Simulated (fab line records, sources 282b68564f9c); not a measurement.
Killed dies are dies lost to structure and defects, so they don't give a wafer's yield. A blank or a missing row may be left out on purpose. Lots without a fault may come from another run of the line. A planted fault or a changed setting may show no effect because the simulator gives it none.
Which tool did it? | flow rit_cmos | 15 lots, 45 wafers sampled, at 4 steps of a route of 202

WHAT THE GAUGES READ, wafer by wafer
RIT_FOX2_THK_MEAS_90.
lot  | measured    | on            | FIELD_OXIDE_LEFT_1_THK (nm)
L594 | day 1 19:20 | film_metro-01 | 321 320 317
L595 | day 2 01:32 | film_metro-01 | 324 325 321
L596 | day 2 05:50 | film_metro-01 | 309 311 310
L598 | day 2 16:35 | film_metro-02 | 324 330 323
L600 | day 3 03:06 | film_metro-02 | 330 334 329
L601 | day 3 07:02 | film_metro-02 | 320 317 312
L604 | day 3 22:21 | film_metro-02 | 320 323 324
L605 | day 4 02:57 | film_metro-03 | 325 325 330
L606 | day 4 09:02 | film_metro-01 | 330 317 320
L607 | day 4 12:29 | film_metro-02 | 325 333 327
L611 | day 5 08:23 | film_metro-02 | 321 311 315
L617 | day 6 14:40 | film_metro-02 | 332 335 334

RIT_NRETRO_TW_MEAS_10.
lot  | measured    | on            | NRETRO_TW
L594 | day 2 06:30 | film_metro-03 | 1045 1040 1042
L595 | day 2 11:56 | film_metro-04 | 1042 1034 1030
L596 | day 2 16:28 | film_metro-01 | 1059 1056 1062
L598 | day 3 02:43 | film_metro-03 | 1044 1040 1040
L600 | day 3 13:05 | film_metro-01 | 1054 1054 1061
L601 | day 3 17:34 | film_metro-01 | 1063 1060 1062
L604 | day 4 08:31 | film_metro-04 | 1033 1036 1034
L605 | day 4 14:12 | film_metro-04 | 1035 1034 1036
L606 | day 4 19:16 | film_metro-01 | 1058 1066 1059
L607 | day 4 22:47 | film_metro-01 | 1058 1061 1055
L611 | day 5 18:46 | film_metro-04 | 1039 1036 1044
L617 | day 7 00:38 | film_metro-01 | 1061 1063 1061

WHICH TOOL RAN EACH LOT (tool, then ch and the chambers of the sampled wafers, then the start)
lot  | RIT_ACTIVE_STRIP_14                 | RIT_PWELL_STRIP_09
L594 | plasma_asher-03 ch 0,1, day 1 14:55 | plasma_asher-04 ch 0,1, day 1 22:30
L595 | plasma_asher-03 ch 0,1, day 1 20:01 | plasma_asher-04 ch 0,1, day 2 04:50
L596 | plasma_asher-03 ch 0,1, day 2 00:50 | plasma_asher-01 ch 0,1, day 2 08:56
L598 | plasma_asher-01 ch 0,1, day 2 10:55 | plasma_asher-04 ch 0,1, day 2 19:41
L600 | plasma_asher-01 ch 0,1, day 2 21:37 | plasma_asher-04 ch 0,1, day 3 06:04
L601 | plasma_asher-02 ch 0,1, day 3 02:44 | plasma_asher-04 ch 0,1, day 3 10:00
L604 | plasma_asher-01 ch 0,1, day 3 16:50 | plasma_asher-01 ch 0,1, day 4 01:28
L605 | plasma_asher-02 ch 0,1, day 3 21:50 | plasma_asher-04 ch 0,1, day 4 06:13
L606 | plasma_asher-01 ch 0,1, day 4 03:33 | plasma_asher-04 ch 0, day 4 12:05
L607 | plasma_asher-03 ch 1, day 4 07:50   | plasma_asher-03 ch 0,1, day 4 15:43
L611 | plasma_asher-01 ch 0,1, day 5 03:58 | plasma_asher-03 ch 0,1, day 5 11:42
L612 | plasma_asher-03 ch 0,1, day 5 08:57 | -
L613 | plasma_asher-01 ch 0,1, day 5 13:58 | -
L614 | plasma_asher-03 ch 0,1, day 5 18:50 | -
L617 | plasma_asher-03 ch 0,1, day 6 10:21 | plasma_asher-03 ch 0,1, day 6 17:37
- RIT_ACTIVE_STRIP_14: strips in O2, time 180 s.
- RIT_PWELL_STRIP_09: strips in O2, time 180 s.

WHAT THE TOOLS THEMSELVES READ (means of the sampled wafers that have a number; where no wafer has one, the mark that the record gives instead)
RIT_ACTIVE_STRIP_14.
lot  | tool            | chamber_pressure_mTorr (mTorr) | drypump_motor_current_A (A)
L594 | plasma_asher-03 | 4001                           | 5.8
L595 | plasma_asher-03 | 4001                           | 5.8
L596 | plasma_asher-03 | 3999                           | 5.6
L598 | plasma_asher-01 | 4000                           | 5.8
L600 | plasma_asher-01 | 4002                           | 5.6
L601 | plasma_asher-02 | 4004                           | 5.7
L604 | plasma_asher-01 | 4002                           | 5.6
L605 | plasma_asher-02 | 4000                           | 5.7
L606 | plasma_asher-01 | 4001                           | 5.8
L607 | plasma_asher-03 | 3998                           | 6.0
L611 | plasma_asher-01 | 4001                           | 5.8
L612 | plasma_asher-03 | -                              | -
L613 | plasma_asher-01 | -                              | -
L614 | plasma_asher-03 | -                              | -
L617 | plasma_asher-03 | 3999                           | 5.8

RIT_PWELL_STRIP_09.
lot  | tool            | chamber_pressure_mTorr (mTorr) | drypump_motor_current_A (A)
L594 | plasma_asher-04 | 3997                           | 5.76
L595 | plasma_asher-04 | 3998                           | 5.79
L596 | plasma_asher-01 | 3996                           | 5.85
L598 | plasma_asher-04 | 3998                           | 5.78
L600 | plasma_asher-04 | 4001                           | 5.88
L601 | plasma_asher-04 | 3996                           | 5.77
L604 | plasma_asher-01 | 4001                           | 5.58
L605 | plasma_asher-04 | 4000                           | 5.78
L606 | plasma_asher-04 | 4003                           | 6.00
L607 | plasma_asher-03 | 3999                           | 5.78
L611 | plasma_asher-03 | 3999                           | 5.63
L617 | plasma_asher-03 | 4003                           | 5.63

THE ANSWER, worked out from the rows above alone
Rule: what is usual is taken from the lots themselves. Put in order of their means at a reading, lots are off if they are a third of the lots or fewer, leave a main group of 4 or more, and stand apart from it by a gap of 3 or more times the standard deviation of the main group's means; of several such gaps the widest counts. A main group whose means are all the same, to the digits that the tables above print for the reading, isn't used. A lot without any number at a reading at which 4 lots or more have one is off too. The other lots that the step has rows for count as sound. The gauges are gone through in route order, then the tools' own readings, and for those a lot's mean is taken as printed above. The first step at which some lot is off is used, and at that step the reading that is off furthest; a lot without a number counts as furthest.
Off: L612, L613, L614, at RIT_ACTIVE_STRIP_14 (chamber_pressure_mTorr). Without a number there: L612, L613, L614. The main group: mean 4001 mTorr, standard deviation 1.5.
A tool fits if, at that step or a process step before it, it ran every lot that is off, and no sound lot after the first of them. None of those tried fits.

WHAT THE SIMULATOR HAD PUT IN
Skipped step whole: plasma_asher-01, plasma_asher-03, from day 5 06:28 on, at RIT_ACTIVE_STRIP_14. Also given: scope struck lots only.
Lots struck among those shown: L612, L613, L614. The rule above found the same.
